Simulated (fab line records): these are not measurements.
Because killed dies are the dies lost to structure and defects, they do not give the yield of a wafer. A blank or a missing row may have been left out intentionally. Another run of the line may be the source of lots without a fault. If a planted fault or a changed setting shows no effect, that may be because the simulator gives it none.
fab line records -- flow berkeley_cmos170
record: lots: 14, wafers: 42, last_day: 13
route steps=331 shown NWELL@23
lots untouched by any fault: they come from a run of this same line in which no faults occurred
start_h: start of the lot's first displayed wafer, in hours after the record's first day -- wait_h: hours since the lot's step before -- " unchanged from the row above -- L1.1+2: several wafers, shown together as one row -- - no value, or no start was given -- * or withheld: withheld -- < > ~ a bound
route shown NAME@n: names a module that has steps shown in the file, with the first one's number in the route -- usual: mean and standard deviation over wafers with no fault -- same: alike in all rows -- chamber/n: place in a boat -- sites: the reading at each site -- _std_site: the standard deviation of these -- _edge_site: outer sites' mean less inner sites' -- radius_mm: how far each site lies from the wafer's centre -- mask NAME#n: copy n -- behind: tool/chamber where the wafer was last shaped -- hold: reason for holding the lot/hours on hold/outcome of the hold -- device: transistor that didn't switch, given as n, p or np -- end of line: at the end of the route, the tests of the same wafers -- where a step has no rows: the recipe by itself -- killed: dies lost to structure and defects at the first sort, not the wafer's yield -- map: per-die view of a wafer (x killed, . not killed, _ where there is no die)
set.NAME: the setting that was run; set.NAME@STEP: the one run at that earlier step -- model.NAME: the simulator's own value behind a step, which no gauge read
steps of the route over a sample of lots; a table a step, a row a wafer
services: a tool's chamber out of use, with start hour (start_h, from the record's first day; less than 0 if before it), hours out, and reason
== steps ==
step: UCB170_NWELL_EXPOSE_09
recipe: mask_id: NWELL, target_cd_nm: 3000, na: 0.5, sigma_outer: 0.6, source_shape: conventional, dose_mj: 25
usual: exposure_dose_mJ_cm2: 24.997/0.025, focus_offset_nm: 0.0/0.55
lot.wafer,tool,chamber,start_h,wait_h,mask,exposure_dose_mJ_cm2,focus_offset_nm
L930.1,krf_scanner-02,0,36.25,0.2,NWELL#0,25.008,0.4
L930.3,krf_scanner-02,0,36.25,0.2,NWELL#0,24.997,-0.7
L930.5,krf_scanner-02,0,36.25,0.2,NWELL#0,25.004,-0.7
L929.1,krf_scanner-01,0,36.49,0.4,NWELL#0,25.033,0.9
L929.2,krf_scanner-01,0,36.49,0.4,NWELL#0,24.992,-0.5
L929.4,krf_scanner-01,0,36.49,0.4,NWELL#0,25.026,0.9
L932.1,krf_scanner-01,0,49.91,0.1,NWELL#0,25.002,0.3
L932.3,krf_scanner-01,0,49.91,0.1,NWELL#0,24.983,-0.1
L932.5,krf_scanner-01,0,49.91,0.1,NWELL#0,24.963,-0.6
L931.3,krf_scanner-02,0,50.19,0.4,NWELL#0,24.971,-0.2
L931.4,krf_scanner-02,0,50.19,0.4,NWELL#0,24.955,-0.6
L931.6,krf_scanner-02,0,50.19,0.4,NWELL#0,24.991,-0.2
L935.4,krf_scanner-02,-,65.56,-,NWELL#0,-,-
L935.5,krf_scanner-02,-,65.56,-,NWELL#0,-,-
L935.6,krf_scanner-02,-,65.56,-,NWELL#0,-,-
L936.1,krf_scanner-01,-,66.05,0.2,NWELL#0,-,-
L936.4,krf_scanner-01,-,66.05,0.2,NWELL#0,-,-
L936.6,krf_scanner-01,-,66.05,0.2,NWELL#0,-,-
L945.1,krf_scanner-02,0,121.45,0.1,NWELL#0,25.056,0.2
L945.4,krf_scanner-02,0,121.45,0.1,NWELL#0,25.075,0.3
L945.6,krf_scanner-02,0,121.45,0.1,NWELL#0,25.017,1.0
L946.1,krf_scanner-01,0,121.69,0.4,NWELL#0,25.006,-0.2
L946.3,krf_scanner-01,0,121.69,0.4,NWELL#0,25.009,-0.2
L946.4,krf_scanner-01,0,121.69,0.4,NWELL#0,24.976,-0.8
L947.1,krf_scanner-02,0,136.11,0.2,NWELL#0,24.964,-0.5
L947.3,krf_scanner-02,0,136.11,0.2,NWELL#0,25.013,0.3
L947.5,krf_scanner-02,0,136.11,0.2,NWELL#0,24.957,-1.7
L948.1,krf_scanner-01,0,136.35,0.3,NWELL#0,25.061,0.5
L948.2,krf_scanner-01,0,136.35,0.3,NWELL#0,25.018,-0.3
L948.3,krf_scanner-01,0,136.35,0.3,NWELL#0,25.033,0.0
L950.1,krf_scanner-01,0,145.26,0.2,NWELL#0,25.022,1.4
L950.2,krf_scanner-01,0,145.26,0.2,NWELL#0,25.001,0.0
L950.5,krf_scanner-01,0,145.26,0.2,NWELL#0,25.042,0.1
L949.1,krf_scanner-01,0,145.37,0.4,NWELL#0,25.015,-0.2
L949.4,krf_scanner-01,0,145.37,0.4,NWELL#0,24.947,0.0
L949.5,krf_scanner-01,0,145.37,0.4,NWELL#0,24.992,-0.3
L951.2,krf_scanner-01,0,150.93,0.2,NWELL#0,24.983,0.2
L951.4,krf_scanner-01,0,150.93,0.2,NWELL#0,25.016,-0.7
L951.6,krf_scanner-01,0,150.93,0.2,NWELL#0,24.984,0.2
L952.1,krf_scanner-02,0,151.15,0.5,NWELL#0,25.010,0.4
L952.3,krf_scanner-02,0,151.15,0.5,NWELL#0,25.014,0.1
L952.5,krf_scanner-02,0,151.15,0.5,NWELL#0,25.014,0.6
== services ==
tool,chamber,start_h,hours,kind
krf_scanner-02,-,14.17,3.6,pm
krf_scanner-02,-,22.13,1.3,pm
krf_scanner-01,-,29.85,1.4,repair
krf_scanner-01,-,37.49,1.3,pm
krf_scanner-02,0,43.27,-,calibration
krf_scanner-01,-,71.60,1.0,pm
krf_scanner-02,-,113.28,1.0,pm
krf_scanner-02,-,138.84,0.8,pm
== key ==
first_sign: step: UCB170_NWELL_EXPOSE_09, reading: tool_record, direction: missing
effect none on later readings
met_at UCB170_NWELL_EXPOSE_09
struck_lots L935,L936
later_rows_left_out L935.4,L935.5,L935.6,L936.1,L936.4,L936.6
sort_left_out L935.4,L935.5,L935.6,L936.1,L936.4,L936.6
tester_left_out L935,L936
onset_between 50.19 65.56
fault: kind: skipped_step_whole, tool: krf_scanner-01,krf_scanner-02, chamber: -, onset_h: 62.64, steps: UCB170_NWELL_EXPOSE_09, scope: struck_lots_only
tester_left_out: of these lots the tester's yield and bins aren't shown, on N5 and GAA mostly nor the transistor test; their killed dies are dies lost to structure and defects alone, not to doping, threshold or leakage, so they don't give the yield
sort_left_out: the simulated sort isn't trusted on such a fault, so these wafers' sort isn't shown, and their yield isn't known
later_rows_left_out: the simulator's readings of these wafers behind a module that went badly wrong aren't trusted and aren't shown, but for the sort
